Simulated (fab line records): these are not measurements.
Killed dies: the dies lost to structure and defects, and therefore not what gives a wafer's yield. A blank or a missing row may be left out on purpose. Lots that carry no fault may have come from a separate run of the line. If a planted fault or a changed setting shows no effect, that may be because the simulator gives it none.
Struck lot and sound lot, side by side + flow rit_cmos + 14 out of 202 route steps
Sound: these wafers, L231.2, L231.4, L231.5. Struck: wafers L220.1, L220.2, L220.5. The cause comes at the end.
For every step that has rows: the tool of each side, followed by ch and its chambers, followed by its first start. Under that, the readings that differ: sound wafers + struck wafers + difference of the means + sigmas: that difference in standard deviations of wafers without a fault.
alike: readings whose means differ by less than 2 such deviations, and words and numbers that are the same on both sides. not compared: withheld readings, readings that some wafer has no value for, bounds like >300 that may hide the same value, and numbers for which the record gives no deviation and whose values overlap.
A row with sigmas, a row that says differs or no value, or rows on one side alone: a step with any of these is where the two part. Non-overlapping numbers with no deviation appear without sigmas and do not part them. A reading that every wafer of one side lacks parts them only if that side has two wafers or more.

first, 1 step without rows for these wafers: RIT_NRETRO_IMPLANT_08.
RIT_NRETRO_STRIP_09: strips in O2, time 180 s.
  sound on plasma_asher-01 ch 0,1, day 6 09:50; struck on plasma_asher-02 ch 0,1, day 4 02:17
  alike: chamber_pressure_mTorr, drypump_motor_current_A
  not compared: rf_hours_counter_h
RIT_NRETRO_TW_MEAS_10:
  sound on film_metro-02, day 6 10:02; struck on film_metro-02, day 4 02:27
  alike: NRETRO_TW
then, 6 steps without rows for these wafers: RIT_PRETRO_HMDS_00 (prime time 60 s); RIT_PRETRO_COAT_01 (resist thk 1300 nm); RIT_PRETRO_SOFTBAKE_02 (time 60 s); RIT_PRETRO_EXPOSE_03 (exposes mask M5, target cd 43700 nm); RIT_PRETRO_PEB_04; RIT_PRETRO_DEVELOP_05 (develop time 68 s).
RIT_PRETRO_OVL_MEAS_06:
  sound on overlay-01, day 6 10:58; struck on overlay-01, day 4 03:31
| reading         | sound          | struck      | difference | sigmas |
|-----------------|----------------|-------------|------------|--------|
| PRETRO_OVL (nm) | -0.7 -4.1 -2.7 | 1.5 2.9 0.9 | +4.3       | +3     |
then, 2 steps without rows for these wafers: RIT_PRETRO_HARDBAKE_07 (time 120 s); RIT_PRETRO_IMPLANT_08.
RIT_PRETRO_STRIP_09: strips in O2, time 180 s.
  sound on plasma_asher-04 ch 0,1, day 6 11:23; struck on plasma_asher-04 ch 0,1, day 4 03:58
  no value came back on the struck wafers for chamber_pressure_mTorr (mTorr), drypump_motor_current_A (A); on the sound wafers chamber_pressure_mTorr (mTorr) reads 4002 4001 4004
| reading                                     | sound | struck         | difference | sigmas |
|---------------------------------------------|-------|----------------|------------|--------|
| model.NOVOLAK_of_PRETRO_COAT_01.thk_nm (nm) | 0 0 0 | 1133 1134 1136 | +1134      |        |
  not compared: rf_hours_counter_h
RIT_PRETRO_TW_MEAS_10:
  sound on film_metro-01, day 6 11:35; struck on film_metro-01, day 4 04:08
  alike: PRETRO_TW

== WHERE THEY PART ==
Last at RIT_PRETRO_STRIP_09 as far as this record goes, first at RIT_PRETRO_OVL_MEAS_06. Later steps at which nothing parts them and some readings are alike: RIT_PRETRO_TW_MEAS_10.

WHY: the cause the simulator had injected
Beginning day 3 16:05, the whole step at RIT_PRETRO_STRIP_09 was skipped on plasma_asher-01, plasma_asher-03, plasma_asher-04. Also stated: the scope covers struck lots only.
